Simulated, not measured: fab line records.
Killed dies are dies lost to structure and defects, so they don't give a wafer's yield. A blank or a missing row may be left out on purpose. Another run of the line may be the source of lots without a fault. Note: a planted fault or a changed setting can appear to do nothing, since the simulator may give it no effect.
fab line records	flow ritCmos
[record] lots = 6	wafers = 18	lastDay = 7
route steps=202 shown ACTIVE@1 M1@202
lots untouched by any fault: they come from a run of this same line in which no faults occurred
startH: the number of hours between the record's first day and the start of the first shown wafer of the lot	waitH: how many hours have passed since the lot's step before this one	" as in the row above	L1.1+2: several wafers, shown together as one row	- value missing, or start not given	* or withheld: withheld	< > ~ a bound
route shown NAME@n: NAME is a module with steps in the file, n the number in the route of the first one	usual: mean/standard deviation of fault-free wafers	same: alike in all rows	chamber/n: place in a boat	sites: each site's reading	_std_site: the values' standard deviation	_edge_site: the outer-site mean with the inner-site mean subtracted	radiusMm: for every site, how far away it sits from the centre of the wafer	mask NAME#n: copy n	behind: the tool/chamber that last shaped the wafer	hold: the reason the lot was held/the length of the hold in hours/how it ended	device: which transistor (n, p or np) failed to switch	end of line: the tests these same wafers got at the end of their route	where a step has no rows: the recipe by itself	killed: at the first sort, the dies lost to defects and structure; wafer yield is something else	map: a wafer's dies, x killed, . not, _ none there
set.NAME: the setting as run; set.NAME@STEP: as run at that earlier step	model.NAME: the simulator's own value behind a step, which no gauge read
lots seen at some steps along the route; tables by step, rows by wafer
services: when a tool's chamber went out of use (startH, in hours from the record's first day, below 0 if earlier), for how many hours, and the reason
[[steps]]
[step RIT_ACTIVE_BOW_MEAS_00]
[recipe] mode = bow
[usual] INCOMING_BOW = 0/6.1
lot.wafer	tool	chamber	startH	waitH	INCOMING_BOW[um]
L778.4	filmMetro-02	-	35.06	-	0
L778.5	"	-	"	"	1
L778.6	"	-	"	"	8
L781.2	filmMetro-02	-	50.02	-	1
L781.4	"	-	"	"	-3
L781.6	"	-	"	"	7
L788.2	filmMetro-04	-	85.02	-	0
L788.3	"	-	"	"	10
L788.4	"	-	"	"	-5
L790.1	filmMetro-03	-	95.00	-	-8
L790.4	"	-	"	"	-2
L790.5	"	-	"	"	8
L792.3	filmMetro-04	-	105.04	-	16
L792.4	"	-	"	"	-3
L792.6	"	-	"	"	-17
L796.1	filmMetro-03	-	125.00	-	-4
L796.3	"	-	"	"	-6
L796.4	"	-	"	"	0
[step RIT_ACTIVE_OXIDATION_01]
[recipe] tempC = 994.5	ambient = O2	targetThkA = 468	oxTimeS = 3360
[step RIT_ACTIVE_THK_MEAS_02]
[recipe] reads = SiO2_of_ACTIVE_OXIDATION_01
[usual] ACTIVE_OXIDE_THK = 43.9/0.92
lot.wafer	tool	chamber	startH	waitH	ACTIVE_OXIDE_THK[nm]
L778.4	filmMetro-03	-	40.78	0.0	44.9
L778.5	"	-	"	"	44.1
L778.6	"	-	"	"	44.7
L781.2	filmMetro-02	-	52.06	0.0	44.4
L781.4	"	-	"	"	44.9
L781.6	"	-	"	"	43.9
L788.2	filmMetro-03	-	90.74	0.0	44.6
L788.3	"	-	"	"	44.5
L788.4	"	-	"	"	44.3
L790.1	filmMetro-04	-	97.33	0.0	43.8
L790.4	"	-	"	"	44.6
L790.5	"	-	"	"	44.4
L792.3	filmMetro-02	-	109.64	0.0	41.9
L792.4	"	-	"	"	42.0
L792.6	"	-	"	"	42.3
L796.1	filmMetro-04	-	128.10	0.0	44.2
L796.3	"	-	"	"	43.5
L796.4	"	-	"	"	44.0
[step RIT_ACTIVE_CVD_03]
[recipe] material = Si3N4	targetThkNm = 150	tempC = 810	precursor = SiH2Cl2/NH3	timeS = 1500	pressureMtorr = 300	sih2cl2FlowSccm = 60	nh3FlowSccm = 150
[step RIT_ACTIVE_THK_MEAS_04]
[recipe] reads = Si3N4_of_ACTIVE_CVD_03
[usual] ACTIVE_NITRIDE_THK = 150.4/1.4
lot.wafer	tool	chamber	startH	waitH	ACTIVE_NITRIDE_THK[nm]
L778.4	filmMetro-03	-	42.25	0.0	150.3
L778.5	"	-	"	"	149.2
L778.6	"	-	"	"	149.4
L781.2	filmMetro-04	-	53.54	0.0	149.5
L781.4	"	-	"	"	150.1
L781.6	"	-	"	"	150.2
L788.2	filmMetro-02	-	92.21	0.0	148.0
L788.3	"	-	"	"	149.0
L788.4	"	-	"	"	148.6
L790.1	filmMetro-02	-	99.52	0.0	150.9
L790.4	"	-	"	"	152.7
L790.5	"	-	"	"	152.4
L792.3	filmMetro-04	-	111.11	0.0	148.4
L792.4	"	-	"	"	150.2
L792.6	"	-	"	"	147.5
L796.1	filmMetro-04	-	129.57	0.0	149.2
L796.3	"	-	"	"	149.7
L796.4	"	-	"	"	149.3
[step RIT_ACTIVE_HMDS_05]
[recipe] primeTimeS = 60	primeTempC = 140
[step RIT_ACTIVE_COAT_06]
[recipe] resist = NOVOLAK	spinRpm = 3250	resistThkNm = 1000
[step RIT_ACTIVE_SOFTBAKE_07]
[recipe] resist = NOVOLAK	tempC = 90	timeS = 60
[step RIT_ACTIVE_EXPOSE_08]
[recipe] maskId = M1	na = 0.6	sourceShape = conventional	sigmaOuter = 0.6	targetCdNm = 1400	doseMj = 225
[step RIT_ACTIVE_PEB_09]
[recipe] resist = NOVOLAK	tempC = withheld	timeS = withheld
[step RIT_ACTIVE_DEVELOP_10]
[recipe] resist = NOVOLAK	developTimeS = 50	devTempC = 23
lot.wafer	tool	chamber	startH	waitH
L778.4+5+6	lithoTrack-04	0	43	-
L781.2+4+6	lithoTrack-04	0	54	-
L788.2+3+4	lithoTrack-04	0	93	-
L790.1+4+5	lithoTrack-04	0	100	-
L792.3+4+6	lithoTrack-02	0	112	-
L796.1+3+4	lithoTrack-02	0	130	-
[step RIT_ACTIVE_CD_MEAS_11]
[recipe] targetCdNm = 1400
[usual] cdNm = 1399.6/2.5
lot.wafer	tool	chamber	startH	waitH	cdNm
L778.4	cdSem-02	-	43.32	-	1402.5
L778.5	"	-	"	"	1403.4
L778.6	"	-	"	"	1404.0
L781.2	cdSem-02	-	54.46	-	1395.3
L781.4	"	-	"	"	1395.2
L781.6	"	-	"	"	1395.8
L788.2	cdSem-02	-	93.13	-	1355.6
L788.3	"	-	"	"	1356.1
L788.4	"	-	"	"	1356.7
L790.1	cdSem-02	-	100.43	-	1360.1
L790.4	"	-	"	"	1356.7
L790.5	"	-	"	"	1355.4
L792.3	cdSem-01	-	112.17	-	1400.8
L792.4	"	-	"	"	1397.7
L792.6	"	-	"	"	1396.8
L796.1	cdSem-01	-	130.48	-	1401.4
L796.3	"	-	"	"	1398.7
L796.4	"	-	"	"	1401.1
[step RIT_ACTIVE_HARDBAKE_12]
[recipe] resist = NOVOLAK	tempC = 140.4	timeS = 60
[step RIT_ACTIVE_ETCH_13]
[recipe] stopOn = SiO2	chemistry = SF6	target = Si3N4	timeS = 210	overEtchFrac = 0.4	SF6_flow_sccm = 200	pressureMtorr = 260	rfW = 125	targetDepthA = 2100
[usual] drypumpMotorCurrentA = 5.9/0.41	oesProductAu = 0.820/0.014	throttleValvePct = 7.47/0.11
lot.wafer	tool	chamber	startH	waitH	drypumpMotorCurrentA	oesProductAu	rfHoursCounterH	throttleValvePct	model.ACTIVE.cdNm
L778.4	rieDiel-04	0	43.60	0.1	5.8	0.837	-	7.52	1402
L778.5	"	1	"	"	5.9	0.807	-	7.34	1403
L778.6	"	2	"	"	6.2	0.825	-	7.48	1404
L781.2	rieDiel-01	3	54.71	0.1	6.6	0.821	55	7.56	1395
L781.4	"	2	"	"	6.2	0.805	92	7.55	1395
L781.6	"	2	"	"	6.2	0.806	-	7.56	1396
L788.2	rieDiel-01	1	93.38	0.1	5.6	0.811	43	7.28	1356
L788.3	"	3	"	"	6.6	0.819	55	7.54	1356
L788.4	"	2	"	"	6.2	0.795	-	7.58	1357
L790.1	rieDiel-04	0	100.70	0.1	5.9	0.835	109	7.50	1361
L790.4	"	1	"	"	5.9	0.817	105	7.35	1357
L790.5	"	0	"	"	5.9	0.832	-	7.51	1356
L792.3	rieDiel-04	3	112.40	0.1	6.1	0.808	1	7.53	1401
L792.4	"	2	"	"	6.2	0.829	140	7.49	1398
L792.6	"	1	"	"	5.9	0.796	-	7.35	1397
L796.1	rieDiel-04	3	130.75	0.1	6.1	0.810	1	7.53	1402
L796.3	"	2	"	"	6.2	0.827	141	7.50	1398
L796.4	"	0	"	"	5.9	0.834	110	7.50	-
[step RIT_ACTIVE_STRIP_14]
[recipe] chemistry = O2	timeS = 180	resist = NOVOLAK	platenTempC = withheld	powerW = 500	pressureMtorr = 4000	o2FlowSccm = 4000
[usual] drypumpMotorCurrentA = 5.4/0.44
lot.wafer	tool	chamber	startH	waitH	drypumpMotorCurrentA	rfHoursCounterH
L778.4	plasmaAsher-02	0	43.72	0.1	5.7	-
L778.5	"	1	"	"	6.0	-
L778.6	"	0	"	"	5.7	-
L781.2	plasmaAsher-01	0	54.84	0.1	4.8	27
L781.4	"	0	"	"	4.8	-
L781.6	"	1	"	"	5.9	-
L788.2	plasmaAsher-03	0	93.52	0.1	5.3	45
L788.3	"	1	"	"	5.2	-
L788.4	"	0	"	"	5.3	-
L790.1	plasmaAsher-03	0	100.83	0.1	5.3	46
L790.4	"	1	"	"	5.2	-
L790.5	"	1	"	"	5.2	-
L792.3	plasmaAsher-01	0	112.59	0.1	4.7	-
L792.4	"	1	"	"	5.9	-
L792.6	"	1	"	"	5.9	-
L796.1	plasmaAsher-03	0	130.89	0.1	5.3	1
L796.3	"	0	"	"	5.3	-
L796.4	"	1	"	"	5.2	-
[step RIT_M1_PROBE_99]
[usual] killedAtContacts = 0.1/0.3	killedAtFrontEnd = 6.7/2.6	killedDies = 6.8/2.6	killedOpen = 3.3/1.7	killedShort = 3.4/2
[same] grossDies = 264	killed_at_M0_to_M3 = 0	killed_at_M4_up = 0	killedAtBackSide = 0	killedAtOther = 0
lot.wafer	tool	chamber	startH	waitH	killedAtContacts	killedAtFrontEnd	killedDies	killedOpen	killedShort	model.etest.nplusSal.widthNm	model.etest.pplusSal.widthNm	model.etest.nldd.widthNm	model.etest.pldd.widthNm
L778.4	prober-02	-	89.54	0.2	1	9	10	7	3	3457	3477	3206	3202
L778.5	prober-02	-	89.59	0.2	0	5	5	3	2	3458	3429	3204	3195
L778.6	prober-02	-	89.64	0.2	0	5	5	3	2	3476	3470	3197	3207
L781.2	prober-02	-	106.59	0.1	0	5	5	1	2	3473	3485	3198	3192
L781.4	prober-02	-	106.69	0.2	0	8	8	3	4	3482	3480	3210	3202
L781.6	prober-02	-	106.79	0.2	0	11	11	5	6	3440	3472	3193	3208
L788.2	prober-01	-	137.52	0.1	0	6	6	3	3	3408	3392	3143	3138
L788.3	prober-01	-	137.57	0.2	0	3	3	1	1	3402	3412	3152	3146
L788.4	prober-01	-	137.62	0.2	0	13	13	7	6	3415	3400	3166	3159
L790.1	prober-02	-	147.08	0.1	0	7	7	3	4	3418	3400	3181	3153
L790.4	prober-02	-	147.23	0.2	0	13	13	4	9	3431	3413	3174	3177
L790.5	prober-02	-	147.28	0.2	0	5	5	3	2	3403	3408	3155	3158
L792.3	prober-02	-	157.57	0.2	0	8	8	4	4	3492	3472	3230	3217
L792.4	prober-02	-	157.62	0.2	0	5	5	4	1	3482	3458	3202	3228
L792.6	prober-02	-	157.72	0.2	0	4	4	3	1	3453	3479	3218	3225
L796.1	prober-02	-	174.34	0.1	0	4	4	1	3	3470	3458	3206	3191
L796.3	prober-02	-	174.44	0.2	0	4	4	2	2	3433	3438	3196	3176
L796.4	prober-02	-	174.49	0.2	0	5	5	2	3	3449	3462	3199	3202
// killed by level:class
L778.4 GATE:geometricParticle:open=6 FOX1:geometricParticle:open=1 SPACER:geometricParticle:short=1 SILICIDE:geometricParticle:short=1 CONTACT:geometricParticle:short=1
L778.5 SILICIDE:geometricParticle:short=2 GATE:geometricParticle:open=1 REOX:geometricParticle:open=1 SPACER:geometricParticle:open=1
L778.6 GATE:geometricParticle:open=2 GATE:geometricParticle:short=1 REOX:geometricParticle:short=1 SPACER:geometricParticle:open=1
L781.2 PWELL:coatMicrobubblePrinted=2 GATE:geometricParticle:open=1 GATE:geometricParticle:short=1 REOX:geometricParticle:short=1
L781.4 GATE:geometricParticle:short=2 REOX:geometricParticle:open=2 FOX2:geometricParticle:short=1 GATE:geometricParticle:open=1 REOX:geometricParticle:short=1 PWELL:coatMicrobubblePrinted=1
L781.6 FOX1:geometricParticle:short=2 REOX:geometricParticle:open=2 REOX:geometricParticle:short=2 FOX2:geometricParticle:open=1 GATE:geometricParticle:short=1 GATE:geometricParticle:open=1 SPACER:geometricParticle:open=1 SPACER:geometricParticle:short=1
L788.2 GATE:geometricParticle:short=2 FOX1:geometricParticle:open=1 REOX:geometricParticle:open=1 SPACER:geometricParticle:open=1 SILICIDE:geometricParticle:short=1
L788.3 REOX:geometricParticle:open=1 SILICIDE:geometricParticle:short=1 PSD:coatMicrobubblePrinted=1
L788.4 GATE:geometricParticle:short=3 GATE:geometricParticle:open=3 REOX:geometricParticle:short=2 REOX:geometricParticle:open=2 FOX1:geometricParticle:short=1 FOX1:geometricParticle:open=1 SILICIDE:geometricParticle:open=1
L790.1 GATE:geometricParticle:short=4 GATE:geometricParticle:open=2 FOX2:geometricParticle:open=1
L790.4 GATE:geometricParticle:short=3 FOX1:geometricParticle:short=2 FOX2:geometricParticle:short=2 REOX:geometricParticle:short=2 SILICIDE:geometricParticle:open=2 GATE:geometricParticle:open=1 REOX:geometricParticle:open=1
L790.5 GATE:geometricParticle:open=3 GATE:geometricParticle:short=1 SILICIDE:geometricParticle:short=1
L792.3 SPACER:geometricParticle:open=2 FOX1:geometricParticle:open=1 FOX2:geometricParticle:short=1 FOX2:geometricParticle:open=1 GATE:geometricParticle:short=1 SPACER:geometricParticle:short=1 SILICIDE:geometricParticle:short=1
L792.4 FOX2:geometricParticle:open=2 SPACER:geometricParticle:open=2 SPACER:geometricParticle:short=1
L792.6 FOX2:geometricParticle:open=1 GATE:geometricParticle:open=1 REOX:geometricParticle:short=1 SPACER:geometricParticle:open=1
L796.1 FOX1:geometricParticle:short=1 REOX:geometricParticle:short=1 REOX:geometricParticle:open=1 SILICIDE:geometricParticle:short=1
L796.3 REOX:geometricParticle:open=2 GATE:geometricParticle:short=1 REOX:geometricParticle:short=1
L796.4 FOX1:geometricParticle:short=2 GATE:geometricParticle:short=1 REOX:geometricParticle:open=1 SPACER:geometricParticle:open=1
[[services]]
tool	chamber	startH	hours	kind
rieDiel-04	3	22.93	-	clean
rieDiel-04	3	22.93	23.6	scheduledDown
rieDiel-04	3	22.93	23.6	ventCycle
plasmaAsher-02	-	67.06	1.2	repair
rieDiel-01	0	92.51	5.3	repair
plasmaAsher-03	-	107.08	5.2	repair
plasmaAsher-03	-	112.27	9.0	pm
plasmaAsher-03	0	112.27	9.0	ventCycle
plasmaAsher-03	1	112.27	9.0	ventCycle
plasmaAsher-03	0	121.27	-	clean
plasmaAsher-03	1	121.27	-	clean
[[key]]
[firstSign] step = RIT_ACTIVE_CD_MEAS_11	reading = cdNm	direction = down	sigmas = 17	usual = 1399.6	struck = 1356.8
effect none on later readings
[modelEffect] step = RIT_ACTIVE_ETCH_13	value = ACTIVE.cdNm	without = 1403	struck = 1357
[modelEffect] step = RIT_M1_PROBE_99	value = etest.nplusSal.widthNm	without = 3459	struck = 3413
metAt RIT_ACTIVE_DEVELOP_10
struckWafers L788.2,L788.3,L788.4,L790.1,L790.4,L790.5
testerLeftOut L788,L790
onsetBetween 54 93
[fault] kind = processParameterDrift	tool = lithoTrack-04	chamber = -	onsetH = 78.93	steps = RIT_ACTIVE_DEVELOP_10	channel = developTimeS	offset = *	shape = step	endH = 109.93	actsIn = *	stated = *
// testerLeftOut: of these lots the tester's yield and bins aren't shown, on N5 and GAA mostly nor the transistor test; their killed dies are dies lost to structure and defects alone, not to doping, threshold or leakage, so they don't give the yield
